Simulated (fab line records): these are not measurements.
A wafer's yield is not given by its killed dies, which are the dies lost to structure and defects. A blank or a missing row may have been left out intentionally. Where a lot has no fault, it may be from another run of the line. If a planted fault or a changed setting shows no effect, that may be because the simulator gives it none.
8D (eight disciplines) problem report, filled in by code || flow ritCmos || the parts of the form that need people (team, actions taken, sign-off) are left out

1. WHAT WENT WRONG
SILICIDE_TI_RS at RIT_SILICIDE_RS_MEAS_02 reads a mean of 66.0 ohm/sq on 1 wafer of 1 lot; wafers without a fault read 47.8 ohm/sq with a standard deviation of 0.6. That puts it +30 standard deviations away from the usual mean.
The step: measures by four-point-probe.
Earliest sighting: wafer L244.2 on filmMetro-01 at day 5 06:50. The record holds 36 wafers of 12 lots with a number at this step. Rule for "out", or "out of limits": more than 4 standard deviations from the usual mean. Any other wafer with a number is counted as sound.

2. WHAT IT IS, AND WHAT IT ISN'T
{"question": "which readings at this step", "is": "SILICIDE_TI_RS", "is not": "-"}
{"question": "which lots", "is": "L244", "is not": "L235, L236, L237, L238, L239, L240, L243, L251, L253, L255, L257"}
{"question": "which wafers of those lots", "is": "L244.2", "is not": "L244.1, L244.4"}
{"question": "read on which gauges", "is": "filmMetro-01", "is not": "filmMetro-02, filmMetro-04"}
{"question": "when", "is": "from day 5 06:50", "is not": "up to then (23 sound wafers); but 12 sound wafers of L251, L253, L255, L257 came after"}

3. WHAT RULES OUT EACH SUSPECT
Counting: if a tool at a process step up to the reading ran every lot that is out, it stays a suspect. Sound lots after the first of them don't rule it out here, since some wafers of a struck lot are sound.
- the gauge at RIT_SILICIDE_RS_MEAS_02: kept. All the wafers that are out were read on filmMetro-01, and no step on other tools shows them out.
- pvdSputter-03 at RIT_SILICIDE_SPUTTER_01 (material Ti, target thk 30 nm, time 240 s): kept. It ran the lot that is out, L244 (day 5 06:41); its last sound lot up to then is L240 (day 4 13:49).
Left after counting: pvdSputter-03 at RIT_SILICIDE_SPUTTER_01, filmMetro-01 at RIT_SILICIDE_RS_MEAS_02.

4. THE CAUSE (what the simulator had put in)
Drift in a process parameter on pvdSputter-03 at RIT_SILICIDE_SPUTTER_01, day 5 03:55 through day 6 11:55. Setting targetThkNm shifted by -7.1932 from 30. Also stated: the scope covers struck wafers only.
After counting, 2 suspects remain, this tool included.

5. THE CHAIN OF EFFECTS, in route order
Rows list readings where the struck wafers' mean (over those with a number) sits beyond 3 standard deviations from the usual. Only readings whose record carries a usual standard deviation are examined. hours: median over the lots of the time between each lot's start at the first step of this table that gives one and its start at this step. sigmas: the change, counted in usual standard deviations.
{"hours": 0, "step": "RIT_SILICIDE_RS_MEAS_02", "reading": "SILICIDE_TI_RS", "usual": "47.8 ohm/sq", "on struck wafers": 66.0, "change": "+18.2", "sigmas": "+30"}
{"hours": 0, "step": "RIT_SILICIDE_THK_MEAS_03", "reading": "SILICIDE_TI_THK", "usual": "30.6 nm", "on struck wafers": 23.9, "change": -6.7, "sigmas": -18}

6. WHAT WOULD HAVE CAUGHT IT SOONER
3 hours passed between the start of the fault at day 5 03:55 and the first reading out of limits at a measuring or inspecting step in this record, taken at day 5 06:50.
An alarm limit of 4 standard deviations would not have fired on the tool readings at RIT_SILICIDE_SPUTTER_01 for which the record gives a usual standard deviation, since none of them was out on any struck wafer.
The start of RIT_SILICIDE_SPUTTER_01 on pvdSputter-03 came by day 5 06:50 for every one of the lots that are out (1). Had the tool been put on hold then, not one of them would have been saved.
